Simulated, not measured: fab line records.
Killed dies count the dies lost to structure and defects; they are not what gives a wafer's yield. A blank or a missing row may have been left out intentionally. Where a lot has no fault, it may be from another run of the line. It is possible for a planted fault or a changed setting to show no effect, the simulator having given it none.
Lot-split experiment | flow berkeley_cmos170 | route with 331 steps; 5 lots, 23 wafers read

## THE SPLIT
At UCB170_PWELL_IMPLANT_15, the setting energy_kev was moved away from the recipe's 60 on 6 of the 23 wafers read, by -3.6% to +5.6%. All remaining wafers had this setting at the recipe value.

The reading is taken at the split's own step.

## THE READING
implant.drp_nm (the simulator's own value, which no gauge read), in nm, at UCB170_PWELL_IMPLANT_15. No usual value for it is given in the file.

wafer  | tool, chamber at the split | energy_kev as run | against the recipe | implant.drp_nm, nm | against lot-mates on the recipe
L074.1 | implanter-02, 0            | 60                | recipe             | 64.7               | -
L074.4 | implanter-02, 0            | 60                | recipe             | 64.7               | -
L074.5 | implanter-02, 0            | 60                | recipe             | 64.7               | -
L079.1 | implanter-03, 0            | 60                | recipe             | 64.7               | -
L079.2 | implanter-03, 0            | 60                | recipe             | 64.7               | -
L079.6 | implanter-03, 0            | 60                | recipe             | 64.7               | -
L079.3 | implanter-03, 0            | 62.41             | +4.0%              | 66.05              | +1.35
L079.4 | implanter-03, 0            | 62.41             | +4.0%              | 66.05              | +1.35
L082.1 | implanter-03, 0            | 60                | recipe             | 64.7               | -
L082.3 | implanter-03, 0            | 60                | recipe             | 64.7               | -
L082.5 | implanter-03, 0            | 60                | recipe             | 64.7               | -
L082.2 | implanter-03, 0            | 63.38             | +5.6%              | 66.58              | +1.88
L082.4 | implanter-03, 0            | 63.38             | +5.6%              | 66.58              | +1.88
L081.1 | implanter-02, 0            | 60                | recipe             | 64.7               | -
L081.2 | implanter-02, 0            | 60                | recipe             | 64.7               | -
L081.3 | implanter-02, 0            | 60                | recipe             | 64.7               | -
L081.5 | implanter-02, 0            | 60                | recipe             | 64.7               | -
L081.6 | implanter-02, 0            | 60                | recipe             | 64.7               | -
L084.1 | implanter-03, 0            | 60                | recipe             | 64.7               | -
L084.2 | implanter-03, 0            | 60                | recipe             | 64.7               | -
L084.4 | implanter-03, 0            | 60                | recipe             | 64.7               | -
L084.3 | implanter-03, 0            | 57.83             | -3.6%              | 63.44              | -1.26
L084.6 | implanter-03, 0            | 57.83             | -3.6%              | 63.44              | -1.26

FIT RESULTS
A straight line over all 23 wafers: implant.drp_nm changes by +0.338 nm for each +1% of energy_kev; r = +1.00; the points scatter about the line by 0.012 nm.
The same after taking each lot's own level away (the mean of its wafers on the recipe; 23 wafers): +0.338 nm for each +1%; r = +1.00; scatter 0.012 nm.
On that fit, the largest move of energy_kev shifts the reading by 1.9 nm.
The lots' own levels span 64.700 to 64.700 nm.
The two slopes agree, so the slope changes little with the lot-to-lot level.
Check: +1.91 nm against its lot-mates is what the line predicts for one of the wafers moved furthest among these (+5.6%) when that wafer is left out of the fit. It came out at +1.88 nm against them.

## FURTHER SPLITS ON THESE WAFERS
Before the reading, these wafers also passed through other splits. Each is held against what the fit with the lots' levels taken away leaves over:
other split on the same wafers      | wafers away from the commonest value | r with implant.drp_nm (lot level and that fit taken away)
UCB170_NWELL_OXIDATION_01 ox_time_s | 10                                   | +0.42
UCB170_NWELL_IMPLANT_14 energy_kev  | 11                                   | +0.10

## THE WHOLE CHAIN: every reading that the file lists as answering this split, in the file's order
step                    | what it does | reading                                                         | change (the file's fit)               | r (the file's)
UCB170_PWELL_IMPLANT_15 |              | implant.rp_nm (the simulator's own value, which no gauge read)  | +2.31 nm for each +1% of the setting  | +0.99
UCB170_PWELL_IMPLANT_15 |              | implant.drp_nm (the simulator's own value, which no gauge read) | +0.338 nm for each +1% of the setting | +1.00

## FILE'S OWN FIT
implant.drp_nm changes by +0.338 nm for each +1% of energy_kev, r = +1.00.
